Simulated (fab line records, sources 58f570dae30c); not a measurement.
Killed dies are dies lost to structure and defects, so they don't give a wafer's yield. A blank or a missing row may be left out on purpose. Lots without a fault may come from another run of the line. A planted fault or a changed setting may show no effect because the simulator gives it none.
Tool commonality check | flow berkeley_cmos170 | 14 lots, 42 wafers sampled

WHY IT WAS OPENED
At UCB170_SILICIDE_RS_MEAS_02 the reading SILICIDE_TI_RS is flagged on 2 of 14 lots. Wafers without a fault read 26.0 ohm/sq, standard deviation 0.36.
Rule: a lot is flagged when every wafer of it that has a number lies more than 4 standard deviations from that mean, or none has a number. The other lots count as sound.

lot  | measured     | on            | SILICIDE_TI_RS (ohm/sq), wafer by wafer | flag
L163 | day 8 22:40  | film_metro-04 | 25.7 25.3 25.6                          |
L164 | day 9 20:55  | film_metro-03 | 26.1 26.0 26.1                          |
L165 | day 9 21:08  | film_metro-01 | 26.6 26.0 25.7                          |
L169 | day 10 12:20 | film_metro-03 | 26.5 26.4 26.3                          |
L172 | day 11 07:28 | film_metro-04 | 25.6 25.4 25.4                          |
L171 | day 11 07:38 | film_metro-01 | 25.8 26.0 25.8                          |
L170 | day 11 11:37 | film_metro-04 | 17.0 17.1 17.2                          | FLAGGED
L174 | day 12 08:26 | film_metro-04 | 26.7 26.0 26.2                          |
L173 | day 12 08:55 | film_metro-03 | 17.2 16.9 17.1                          | FLAGGED
L178 | day 12 14:52 | film_metro-01 | 26.2 25.8 26.0                          |
L179 | day 13 05:03 | film_metro-04 | 25.6 25.3 25.3                          |
L180 | day 13 16:05 | film_metro-01 | 25.8 26.2 26.2                          |
L183 | day 14 06:25 | film_metro-01 | 26.5 26.5 26.8                          |
L185 | day 14 06:42 | film_metro-04 | 25.7 26.0 26.4                          |
The numbers of the flagged lots are 17.1 ohm/sq on average: -8.9 ohm/sq against the usual, or -25 standard deviations.

WHICH TOOL RAN EACH LOT
The record holds 1 process step before the reading, out of a route of 331 steps. In each cell: the tool, then ch and the chambers that the sampled wafers went through, then the start.
lot  | flag    | UCB170_SILICIDE_SPUTTER_01
L163 |         | pvd_sputter-02, day 8 22:37
L164 |         | pvd_sputter-01, day 9 20:53
L165 |         | pvd_sputter-04, day 9 21:06
L169 |         | pvd_sputter-01, day 10 12:17
L172 |         | pvd_sputter-02, day 11 07:25
L171 |         | pvd_sputter-01, day 11 07:36
L170 | FLAGGED | pvd_sputter-01, day 11 11:35
L174 |         | pvd_sputter-04, day 12 08:25
L173 | FLAGGED | pvd_sputter-01, day 12 08:53
L178 |         | pvd_sputter-02, day 12 14:50
L179 |         | pvd_sputter-02, day 13 05:01
L180 |         | pvd_sputter-02, day 13 16:01
L183 |         | pvd_sputter-02, day 14 06:11
L185 |         | pvd_sputter-04, day 14 06:40
What these steps do:
- UCB170_SILICIDE_SPUTTER_01: material Ti, target thk 30 nm, time 25 s.
- UCB170_SILICIDE_RS_MEAS_02: measures by four-point-probe.

FLAGGED OVER TOTAL, TOOL BY TOOL (the gauges that took the reading come last)
step                       | tool           | lots run | flagged | share of the flagged lots | sound lots run after its first flagged lot
UCB170_SILICIDE_SPUTTER_01 | pvd_sputter-01 | 5        | 2       | all                       | 0
UCB170_SILICIDE_SPUTTER_01 | pvd_sputter-02 | 6        | 0       | none                      | -
UCB170_SILICIDE_SPUTTER_01 | pvd_sputter-04 | 3        | 0       | none                      | -
UCB170_SILICIDE_RS_MEAS_02 | film_metro-01  | 5        | 0       | none                      | -
UCB170_SILICIDE_RS_MEAS_02 | film_metro-03  | 3        | 1       | some                      | 0
UCB170_SILICIDE_RS_MEAS_02 | film_metro-04  | 6        | 1       | some                      | 3 (L174,L179,L185)

WHAT THE TABLE ALLOWS
1 row of the table ran every flagged lot: pvd_sputter-01 at UCB170_SILICIDE_SPUTTER_01.
- pvd_sputter-01 at UCB170_SILICIDE_SPUTTER_01: 2 of its 5 lots flagged. Its last sound lot is L171 (day 11 07:36), its first flagged lot L170 (day 11 11:35): a fault that began between those two fits.
One tool is left: pvd_sputter-01 at UCB170_SILICIDE_SPUTTER_01.

WHAT THE SIMULATOR HAD PUT IN
Process parameter drift: pvd_sputter-01, from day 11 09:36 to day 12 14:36, at UCB170_SILICIDE_SPUTTER_01. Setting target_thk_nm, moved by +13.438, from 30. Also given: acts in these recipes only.
Lots struck among those shown: L170, L173. The rule above found the same.
